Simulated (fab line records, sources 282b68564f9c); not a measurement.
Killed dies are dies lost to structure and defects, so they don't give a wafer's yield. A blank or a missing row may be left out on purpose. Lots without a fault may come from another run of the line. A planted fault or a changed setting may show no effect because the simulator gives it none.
Split-lot experiment | flow rit_cmos | 5 lots, 23 wafers read, on a route of 202 steps

THE SPLIT
At RIT_NRETRO_IMPLANT_08, the setting dose_cm2 was moved away from the recipe's 1e+13 on 7 of the 23 wafers read, by -3.6% to +6.3%. The other wafers ran this setting at the recipe's value.

FROM THE SPLIT TO THE READING: what the file shows between them, 1 step
- RIT_NRETRO_STRIP_09: strips in O2, time 180 s

THE READING
NRETRO_TW, at RIT_NRETRO_TW_MEAS_10. Fault-free wafers of this fab line usually give 1051, standard deviation 7.4.

wafer  | tool, chamber at the split | dose_cm2 as run | against the recipe | NRETRO_TW | against lot-mates on the recipe
L075.1 | implanter-04, 0            | 1e+13           | recipe             | 1037      | -
L075.2 | implanter-04, 0            | 1e+13           | recipe             | 1038      | -
L075.3 | implanter-04, 0            | 1e+13           | recipe             | 1038      | -
L075.5 | implanter-04, 0            | 1e+13           | recipe             | 1042      | -
L075.6 | implanter-04, 0            | 1e+13           | recipe             | 1035      | -
L077.1 | implanter-04, 0            | 9.642e+12       | -3.6%              | 1042      | -13
L077.2 | implanter-04, 0            | 1e+13           | recipe             | 1056      | -
L077.3 | implanter-04, 0            | 1e+13           | recipe             | 1054      | -
L077.4 | implanter-04, 0            | 1e+13           | recipe             | 1056      | -
L077.6 | implanter-04, 0            | 9.642e+12       | -3.6%              | 1048      | -7
L079.1 | implanter-03, 0            | 1e+13           | recipe             | 1062      | -
L079.3 | implanter-03, 0            | 1.063e+13       | +6.3%              | 1077      | +16
L079.4 | implanter-03, 0            | 1e+13           | recipe             | 1057      | -
L079.5 | implanter-03, 0            | 1.063e+13       | +6.3%              | 1081      | +20
L079.6 | implanter-03, 0            | 1e+13           | recipe             | 1063      | -
L082.1 | implanter-04, 0            | 1.058e+13       | +5.8%              | 1069      | +16
L082.2 | implanter-04, 0            | 1e+13           | recipe             | 1051      | -
L082.3 | implanter-04, 0            | 1e+13           | recipe             | 1056      | -
L082.5 | implanter-04, 0            | 1.058e+13       | +5.8%              | 1069      | +16
L082.6 | implanter-04, 0            | 1.058e+13       | +5.8%              | 1068      | +14
L083.3 | implanter-02, 0            | 1e+13           | recipe             | 1061      | -
L083.5 | implanter-02, 0            | 1e+13           | recipe             | 1056      | -
L083.6 | implanter-02, 0            | 1e+13           | recipe             | 1058      | -

THE FIT
A straight line over all 23 wafers: NRETRO_TW changes by +3.29 for each +1% of dose_cm2; r = +0.74; the points scatter about the line by 8.7.
The same after taking each lot's own level away (the mean of its wafers on the recipe; 23 wafers): +2.77 for each +1%; r = +0.96; scatter 2.2.
On that fit, the largest move of dose_cm2 shifts the reading by 17.
The lots' own levels span 1038.0 to 1060.7, that is 3.1 times the standard deviation above.
So the lot-to-lot level blurs the effect unless lot-mates are compared.
Check: with one of the wafers moved furthest among these (+6.3%) left out of the fit, the line predicts +17.6 for it against its lot-mates. It came out at +16.3 against them.

OTHER SPLITS ON THESE WAFERS
These wafers also went through other splits before the reading. Each is held against what the fit with the lots' levels taken away leaves over:
other split on the same wafers  | wafers away from the commonest value | r with NRETRO_TW (lot level and that fit taken away)
RIT_ACTIVE_OXIDATION_01 temp_c  | 18                                   | +0.10
RIT_ACTIVE_COAT_06 spin_rpm     | 9                                    | +0.15
RIT_FOX1_OXIDATION_00 ox_time_s | 15                                   | +0.07
RIT_NWELL_COAT_01 spin_rpm      | 5                                    | +0.21
RIT_NWELL_IMPLANT_08 energy_kev | 9                                    | -0.12
RIT_PWELL_IMPLANT_08 energy_kev | 4                                    | +0.02

THE FILE'S OWN FIT
NRETRO_TW changes by +2.76 for each +1% of dose_cm2, r = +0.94.
